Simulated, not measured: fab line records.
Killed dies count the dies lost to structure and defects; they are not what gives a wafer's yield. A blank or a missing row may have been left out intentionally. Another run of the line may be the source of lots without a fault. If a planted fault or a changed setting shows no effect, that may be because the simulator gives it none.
Which tool did it? :: flow ritCmos :: 15 lots with 45 wafers sampled at 5 steps, on a route of 202 steps

## WHAT THE GAUGES READ, wafer by wafer
RIT_PRETRO_OVL_MEAS_06. Usual: PRETRO_OVL typically reads 0.2 nm, with standard deviation 1.4.
lot: L783
measured: day 2 07:22
on: overlay-02
PRETRO_OVL (nm): -3.1 -2.3 -0.8
flag: 

lot: L784
measured: day 2 13:55
on: overlay-02
PRETRO_OVL (nm): 1.6 2.5 0.2
flag: 

lot: L785
measured: day 2 20:34
on: overlay-01
PRETRO_OVL (nm): -0.5 1.5 0.4
flag: 

lot: L786
measured: day 3 01:58
on: overlay-01
PRETRO_OVL (nm): 0.0 0.3 1.0
flag: 

lot: L787
measured: day 3 07:54
on: overlay-02
PRETRO_OVL (nm): 2.7 1.2 0.6
flag: 

lot: L789
measured: day 3 15:38
on: overlay-01
PRETRO_OVL (nm): -1.2 -0.5 -3.5
flag: 

lot: L791
measured: day 4 04:55
on: overlay-02
PRETRO_OVL (nm): 1.2 1.8 0.5
flag: 

lot: L792
measured: day 4 10:33
on: overlay-01
PRETRO_OVL (nm): -3.0 -2.7 -3.2
flag: 

lot: L793
measured: day 4 10:53
on: overlay-01
PRETRO_OVL (nm): 1.0 -0.1 -1.0
flag: 

lot: L795
measured: day 4 22:23
on: overlay-02
PRETRO_OVL (nm): 0.7 0.6 1.1
flag: 

lot: L799
measured: day 5 17:14
on: overlay-01
PRETRO_OVL (nm): -0.5 0.0 2.1
flag: 

lot: L801
measured: day 6 02:37
on: overlay-01
PRETRO_OVL (nm): -1.2 -1.6 -1.5
flag: 

lot: L802
measured: day 6 07:34
on: overlay-01
PRETRO_OVL (nm): 2.2 1.0 1.2
flag: 

lot: L803
measured: day 6 13:53
on: overlay-02
PRETRO_OVL (nm): -0.7 1.9 2.4
flag: 

lot: L805
measured: day 7 01:51
on: overlay-02
PRETRO_OVL (nm): 0.6 0.4 -0.5
flag: 

RIT_PSD_OVL_MEAS_06. Usual: PSD_OVL typically reads 0.7 nm, with standard deviation 1.4.
lot: L783
measured: day 3 05:50
on: overlay-01
PSD_OVL (nm): 0.1 0.6 0.6
flag: 

lot: L784
measured: day 3 10:02
on: overlay-02
PSD_OVL (nm): 1.3 1.8 0.4
flag: 

lot: L785
measured: day 3 16:44
on: overlay-02
PSD_OVL (nm): 0.8 0.2 0.6
flag: 

lot: L786
measured: day 4 00:28
on: overlay-02
PSD_OVL (nm): 2.8 2.9 2.6
flag: 

lot: L787
measured: day 4 09:49
on: overlay-01
PSD_OVL (nm): -0.2 -1.1 -0.9
flag: 

lot: L789
measured: day 4 11:53
on: overlay-01
PSD_OVL (nm): 0.1 0.1 1.1
flag: 

lot: L791
measured: day 4 23:38
on: overlay-01
PSD_OVL (nm): -1.1 -0.8 -2.2
flag: 

lot: L792
measured: day 5 06:16
on: overlay-01
PSD_OVL (nm): -1.3 -0.7 -0.3
flag: 

lot: L793
measured: day 5 08:03
on: overlay-02
PSD_OVL (nm): 1.1 1.3 2.2
flag: 

lot: L795
measured: day 5 17:48
on: overlay-02
PSD_OVL (nm): 0.4 0.9 -2.3
flag: 

lot: L799
measured: day 6 10:28
on: overlay-02
PSD_OVL (nm): 1.9 0.4 0.0
flag: 

lot: L801
measured: day 7 00:40
on: overlay-02
PSD_OVL (nm): 0.9 1.2 1.6
flag: 

lot: L802
measured: day 7 04:04
on: overlay-01
PSD_OVL (nm): 0.8 1.0 1.6
flag: 

lot: L803
measured: day 7 09:50
on: overlay-02
PSD_OVL (nm): -1.1 -0.5 -1.6
flag: 

lot: L805
measured: day 7 20:14
on: overlay-01
PSD_OVL (nm): -0.7 0.1 0.3
flag: 

RIT_SDANNEAL_RS_MEAS_04: the measuring method here is four-point-probe. Usual: PSD_RS typically reads 115.9 ohm/sq, with standard deviation 0.33.
lot: L783
measured: day 3 06:52
on: filmMetro-04
PSD_RS (ohm/sq): 115.7 115.7 115.7
flag: 

lot: L784
measured: day 3 11:05
on: filmMetro-03
PSD_RS (ohm/sq): 115.3 115.5 115.6
flag: 

lot: L785
measured: day 3 17:46
on: filmMetro-03
PSD_RS (ohm/sq): 115.5 115.4 115.7
flag: 

lot: L786
measured: day 4 01:30
on: filmMetro-04
PSD_RS (ohm/sq): 115.4 115.7 115.9
flag: 

lot: L787
measured: day 4 11:10
on: filmMetro-04
PSD_RS (ohm/sq): 116.2 116.1 116.2
flag: 

lot: L789
measured: day 4 12:53
on: filmMetro-03
PSD_RS (ohm/sq): 115.8 115.8 115.5
flag: 

lot: L791
measured: day 5 00:39
on: filmMetro-04
PSD_RS (ohm/sq): 116.0 115.8 115.8
flag: 

lot: L792
measured: day 5 07:15
on: filmMetro-02
PSD_RS (ohm/sq): 115.6 116.1 115.7
flag: 

lot: L793
measured: day 5 09:04
on: filmMetro-03
PSD_RS (ohm/sq): 116.3 116.6 116.2
flag: 

lot: L795
measured: day 5 18:52
on: filmMetro-03
PSD_RS (ohm/sq): 116.0 116.1 116.3
flag: 

lot: L799
measured: day 6 11:28
on: filmMetro-03
PSD_RS (ohm/sq): 115.9 115.8 116.0
flag: 

lot: L801
measured: day 7 02:05
on: filmMetro-04
PSD_RS (ohm/sq): 114.1 114.1 114.0
flag: OFF

lot: L802
measured: day 7 05:22
on: filmMetro-03
PSD_RS (ohm/sq): 115.9 116.2 115.9
flag: 

lot: L803
measured: day 7 10:52
on: filmMetro-03
PSD_RS (ohm/sq): 114.8 114.5 114.6
flag: OFF

lot: L805
measured: day 7 21:20
on: filmMetro-04
PSD_RS (ohm/sq): 114.1 114.2 114.1
flag: OFF

## TOOL THAT RAN EACH LOT (tool first, then ch and the chambers of the sampled wafers, then the start)
lot: L783
RIT_NWELL_STRIP_09: plasmaAsher-01 ch 0,1, day 1 21:25
RIT_PSD_IMPLANT_08: implanter-03 ch 0, day 3 06:04

lot: L784
RIT_NWELL_STRIP_09: plasmaAsher-02 ch 0, day 2 03:26
RIT_PSD_IMPLANT_08: implanter-04 ch 0, day 3 10:15

lot: L785
RIT_NWELL_STRIP_09: plasmaAsher-01 ch 0,1, day 2 10:59
RIT_PSD_IMPLANT_08: implanter-03 ch 0, day 3 16:55

lot: L786
RIT_NWELL_STRIP_09: plasmaAsher-02 ch 0,1, day 2 14:56
RIT_PSD_IMPLANT_08: implanter-01 ch 0, day 4 00:41

lot: L787
RIT_NWELL_STRIP_09: plasmaAsher-04 ch 0,1, day 2 22:08
RIT_PSD_IMPLANT_08: implanter-04 ch 0, day 4 10:19

lot: L789
RIT_NWELL_STRIP_09: plasmaAsher-02 ch 0,1, day 3 04:22
RIT_PSD_IMPLANT_08: implanter-03 ch 0, day 4 12:04

lot: L791
RIT_NWELL_STRIP_09: plasmaAsher-01 ch 0,1, day 3 18:58
RIT_PSD_IMPLANT_08: implanter-01 ch 0, day 4 23:50

lot: L792
RIT_NWELL_STRIP_09: plasmaAsher-04 ch 0,1, day 3 23:10
RIT_PSD_IMPLANT_08: implanter-01 ch 0, day 5 06:26

lot: L793
RIT_NWELL_STRIP_09: plasmaAsher-02 ch 1, day 4 00:09
RIT_PSD_IMPLANT_08: implanter-01 ch 0, day 5 08:16

lot: L795
RIT_NWELL_STRIP_09: plasmaAsher-01 ch 0,1, day 4 11:16
RIT_PSD_IMPLANT_08: implanter-01 ch 0, day 5 17:59

lot: L799
RIT_NWELL_STRIP_09: plasmaAsher-01 ch 0,1, day 5 06:51
RIT_PSD_IMPLANT_08: implanter-04 ch 0, day 6 10:38

lot: L801
RIT_NWELL_STRIP_09: plasmaAsher-04 ch 0,1, day 5 16:54
RIT_PSD_IMPLANT_08: implanter-03 ch 0, day 7 00:52

lot: L802
RIT_NWELL_STRIP_09: plasmaAsher-02 ch 0, day 5 20:25
RIT_PSD_IMPLANT_08: implanter-04 ch 0, day 7 04:21

lot: L803
RIT_NWELL_STRIP_09: plasmaAsher-02 ch 0,1, day 6 02:23
RIT_PSD_IMPLANT_08: implanter-03 ch 0, day 7 10:02

lot: L805
RIT_NWELL_STRIP_09: plasmaAsher-01 ch 0,1, day 6 15:16
RIT_PSD_IMPLANT_08: implanter-03 ch 0, day 7 20:25
- RIT_NWELL_STRIP_09: strips in O2, time 180 s.
- RIT_PSD_IMPLANT_08

## WHAT THE TOOLS THEMSELVES READ (means of the sampled wafers that have a number; where no wafer has one, the mark that the record gives instead)
RIT_NWELL_STRIP_09. Usual: drypumpMotorCurrentA 5.7 A, standard deviation 0.31.
lot: L783
tool: plasmaAsher-01
drypumpMotorCurrentA (A): 5.8
flag: 

lot: L784
tool: plasmaAsher-02
drypumpMotorCurrentA (A): 5.7
flag: 

lot: L785
tool: plasmaAsher-01
drypumpMotorCurrentA (A): 5.8
flag: 

lot: L786
tool: plasmaAsher-02
drypumpMotorCurrentA (A): 5.8
flag: 

lot: L787
tool: plasmaAsher-04
drypumpMotorCurrentA (A): 5.2
flag: 

lot: L789
tool: plasmaAsher-02
drypumpMotorCurrentA (A): 5.8
flag: 

lot: L791
tool: plasmaAsher-01
drypumpMotorCurrentA (A): 6.0
flag: 

lot: L792
tool: plasmaAsher-04
drypumpMotorCurrentA (A): 5.2
flag: 

lot: L793
tool: plasmaAsher-02
drypumpMotorCurrentA (A): 5.9
flag: 

lot: L795
tool: plasmaAsher-01
drypumpMotorCurrentA (A): 6.0
flag: 

lot: L799
tool: plasmaAsher-01
drypumpMotorCurrentA (A): 6.0
flag: 

lot: L801
tool: plasmaAsher-04
drypumpMotorCurrentA (A): 5.2
flag: 

lot: L802
tool: plasmaAsher-02
drypumpMotorCurrentA (A): 5.7
flag: 

lot: L803
tool: plasmaAsher-02
drypumpMotorCurrentA (A): 5.8
flag: 

lot: L805
tool: plasmaAsher-01
drypumpMotorCurrentA (A): 5.8
flag: 

RIT_PSD_IMPLANT_08. Usual: beamEnergyKeV 27.000, standard deviation 0.0086.
lot: L783
tool: implanter-03
beamEnergyKeV: 26.985
flag: 

lot: L784
tool: implanter-04
beamEnergyKeV: 26.997
flag: 

lot: L785
tool: implanter-03
beamEnergyKeV: 27.009
flag: 

lot: L786
tool: implanter-01
beamEnergyKeV: 26.995
flag: 

lot: L787
tool: implanter-04
beamEnergyKeV: 27.001
flag: 

lot: L789
tool: implanter-03
beamEnergyKeV: 26.998
flag: 

lot: L791
tool: implanter-01
beamEnergyKeV: 27.007
flag: 

lot: L792
tool: implanter-01
beamEnergyKeV: 27.006
flag: 

lot: L793
tool: implanter-01
beamEnergyKeV: 26.993
flag: 

lot: L795
tool: implanter-01
beamEnergyKeV: 26.997
flag: 

lot: L799
tool: implanter-04
beamEnergyKeV: 26.997
flag: 

lot: L801
tool: implanter-03
beamEnergyKeV: 27.779
flag: OFF

lot: L802
tool: implanter-04
beamEnergyKeV: 27.004
flag: 

lot: L803
tool: implanter-03
beamEnergyKeV: 27.772
flag: OFF

lot: L805
tool: implanter-03
beamEnergyKeV: 27.756
flag: OFF

## THE ANSWER, worked out from the rows above alone
Rule: take the mean of a lot's wafers that have a number; if it is more than 3 standard deviations from the usual mean, the lot is off. Also off: a lot with no number at a reading for which 4 or more lots have one. Where the step has rows for the other lots, those lots are counted as sound. First the gauges in route order, then the tools' own readings, where a lot's mean is used as printed above. At the first step where some lot is off, the reading lying furthest off is the one used; lots without a number count as furthest.
Off: L801, L803, L805, at RIT_SDANNEAL_RS_MEAS_04 (PSD_RS).
A tool fits if, at a process step before that reading, it ran every lot that is off, and no sound lot after the first of them. Not tried: the gauges at RIT_SDANNEAL_RS_MEAS_04; whatever is off there is also off at RIT_PSD_IMPLANT_08, on other tools, and gauge error can't account for it. One fits: RIT_PSD_IMPLANT_08 on implanter-03. Its last sound lot is L789 (day 4 12:04), its first lot that is off L801 (day 7 00:52): a fault that began between those two fits.
On the lots that are off, the tool's own readings at RIT_PSD_IMPLANT_08 differ by more than 5 times the standard deviation of the sound lots' means, which bears it out; beamEnergyKeV reads 27.769 there versus 26.999 on the sound lots.

## WHAT THE SIMULATOR HAD INSERTED
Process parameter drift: implanter-03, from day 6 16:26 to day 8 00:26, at RIT_PSD_IMPLANT_08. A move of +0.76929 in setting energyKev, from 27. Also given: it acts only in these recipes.
Shown lots that were struck: L801, L803, L805. The rule above reached the same finding.
